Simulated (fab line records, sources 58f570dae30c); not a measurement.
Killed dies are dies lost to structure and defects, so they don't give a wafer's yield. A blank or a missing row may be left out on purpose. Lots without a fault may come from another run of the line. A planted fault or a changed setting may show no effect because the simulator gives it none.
Problem report in the 8D (eight disciplines) form, filled by code | flow berkeley_cmos170 | the parts of the form that need people (team, actions taken, sign-off) are left out

1. THE PROBLEM
NLDD_TW at UCB170_NLDD_TW_MEAS_11 reads a mean of 2322 on 6 wafers of 2 lots; wafers without a fault read 2206 with a standard deviation of 20. That is +5.8 standard deviations from the usual mean.
First seen on wafer L192.2, day 8 16:38, on film_metro-04. The record holds 42 wafers of 14 lots with a number at this step. Rule for "out", or "out of limits": more than 4 standard deviations from the usual mean. The other wafers with a number count as sound.

2. WHAT IT IS AND WHAT IT IS NOT
question                    | is                           | is not
which readings at this step | NLDD_TW                      | -
which lots                  | L192, L198                   | L187, L188, L190, L191, L193, L203, L204, L205, L206, L208, L209, L210
which wafers of those lots  | all that have a number       | -
read on which gauges        | film_metro-01, film_metro-04 | film_metro-02
when                        | from day 8 16:38             | up to then (15 sound wafers); but 21 sound wafers of L203, L204, L205, L206, L208, L209, L210 came after

3. SUSPECTS, AND WHAT RULES EACH OUT
Counting: a tool at a process step up to the reading stays a suspect if it ran every lot that is out and no sound lot after the first of them.
- the gauge at UCB170_NLDD_TW_MEAS_11: ruled out. The wafers that are out were read on 2 gauges (film_metro-01, film_metro-04).
- implanter-04 at UCB170_NLDD_IMPLANT_09: kept. It ran every lot that is out, first L192 (day 8 16:25), and no sound lot after that; its last sound lot up to then is L191 (day 8 15:52). Its own readings are out on those wafers: beam_energy_keV.
Left after counting: implanter-04 at UCB170_NLDD_IMPLANT_09.

4. THE CAUSE (what the simulator had put in)
Process parameter drift: implanter-04, from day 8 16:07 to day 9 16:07, at UCB170_NLDD_IMPLANT_09. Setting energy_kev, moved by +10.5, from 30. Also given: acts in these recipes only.
Counting left only this tool.

5. THE CHAIN OF EFFECTS, in route order
Each row: a reading whose mean over the struck wafers that have a number lies more than 3 standard deviations from the usual. Only readings for which the record gives a usual standard deviation are gone through. hours: the time from each lot's start at the first step in this table that gives one to its start at this step, as a median over the lots. sigmas: the change in usual standard deviations.
hours | step                       | reading         | usual        | on struck wafers | change  | sigmas
0     | UCB170_NLDD_IMPLANT_09     | beam_energy_keV | 30.000       | 40.504           | +10.504 | +99 or more
0     | UCB170_NLDD_TW_MEAS_11     | NLDD_TW         | 2206         | 2322             | +116    | +5.8
14    | UCB170_SDANNEAL_RS_MEAS_05 | NLDD_RS         | 616.0 ohm/sq | 576.8            | -39.2   | -21
The process steps in it:
- UCB170_NLDD_IMPLANT_09
Later measuring or inspecting steps at which every struck wafer that the step has a row for has a number for every such reading, and none has moved that far: UCB170_PSD_CD_MEAS_06.

6. WHAT WOULD HAVE CAUGHT IT SOONER
In this record the first reading out of limits at a measuring or inspecting step was taken at day 8 16:38, 1 hour after the fault began at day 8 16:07.
The tool's own readings at UCB170_NLDD_IMPLANT_09 were out on every struck wafer that the step has a row for (beam_energy_keV): an alarm limit on them would have fired on the first of those.
Of the lots that are out (2), L198 began UCB170_NLDD_IMPLANT_09 on implanter-04 after day 8 16:38. A hold on the tool at that time would have spared it.
